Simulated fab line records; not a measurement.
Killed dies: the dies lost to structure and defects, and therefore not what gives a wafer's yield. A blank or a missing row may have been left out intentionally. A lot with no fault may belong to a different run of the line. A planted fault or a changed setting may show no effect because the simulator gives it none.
A struck lot beside a sound one -- flow rit-cmos -- 14 steps out of a route of 202
Sound: these wafers, L282.1, L282.2, L282.5. Struck: wafers L292.1, L292.2, L292.5. At the end, the cause is stated.
At each step with rows: each side's tool, then ch and its chambers, then its first start. Under that, the readings that differ: sound wafers -- struck wafers -- difference of the means -- sigmas: that difference in standard deviations of wafers without a fault.
alike: readings with means less than 2 such deviations apart, plus words and numbers identical on both sides. not compared: withheld readings, readings lacking a value on some wafer, bounds such as >300 that could conceal the same value, and numbers that have no deviation in the record and whose values overlap.
A row with sigmas, a row that says differs or no value, or rows on one side alone: a step with any of these is where the two part. Numbers that have no deviation but don't overlap get no sigmas and don't part them. Lack of a reading on every wafer of one side parts them only where that side has two or more wafers.

first, 2 steps without rows for these wafers: RIT_PWELL_HARDBAKE_07 (time 120 s); RIT_PWELL_IMPLANT_08.
RIT_PWELL_STRIP_09: strips in O2, time 180 s.
  sound on plasma-asher-01 ch 0,1, day 4 01:04; struck on plasma-asher-01 ch 0,1, day 6 04:52
  alike: drypump-motor-current-A, o2-flow-sccm
  not compared: rf-hours-counter-h
RIT_PWELL_TW_MEAS_10:
  sound on film-metro-04 at day 4 01:14; struck on film-metro-04 at day 6 05:02
  alike: PWELL_TW
then, 1 step without rows for these wafers: RIT_WELLDRIVE_ANNEAL_00 (time 14700 s).
RIT_WELLDRIVE_RS_MEAS_01: measurement is done with a four-point probe.
  sound on film-metro-04 at day 4 06:28; struck on film-metro-03 at day 6 10:44
reading,sound,struck,difference,sigmas
NWELL_RS (ohm/sq),274.2 274.3 275.0,276.0 276.5 276.7,+1.9,+3
RIT_WELLDRIVE_RS_MEAS_02: measurement is done with a four-point probe.
  sound on film-metro-04 at day 4 06:35; struck on film-metro-03 at day 6 10:51
  alike: PWELL_RS
then, 5 steps without rows for these wafers: RIT_NRETRO_HMDS_00 (prime time 60 s); RIT_NRETRO_COAT_01 (resist thk 1300 nm); RIT_NRETRO_SOFTBAKE_02 (time 60 s); RIT_NRETRO_EXPOSE_03 (exposes mask M4, target cd 43900 nm); RIT_NRETRO_PEB_04.
RIT_NRETRO_DEVELOP_05: develop time 68 s.
  struck on litho-track-04, day 6 11:00; sound on litho-track-04 ch 0, day 4 07:00
  no value came back on the struck wafers for chill-plate-temp-C (C), develop-time-s (s); on the sound wafers chill-plate-temp-C (C) reads 22.93 23.02 22.95
RIT_NRETRO_OVL_MEAS_06:
  sound on overlay-02 at day 4 07:35; struck on overlay-02 at day 6 12:03
reading,sound,struck,difference,sigmas
NRETRO_OVL (nm),1.2 2.2 2.2,- - -,no value on the struck wafers,

WHERE THEY PART
Earliest at RIT_WELLDRIVE_RS_MEAS_01; latest, in this record, at RIT_NRETRO_OVL_MEAS_06.

WHY: what had been put in by the simulator
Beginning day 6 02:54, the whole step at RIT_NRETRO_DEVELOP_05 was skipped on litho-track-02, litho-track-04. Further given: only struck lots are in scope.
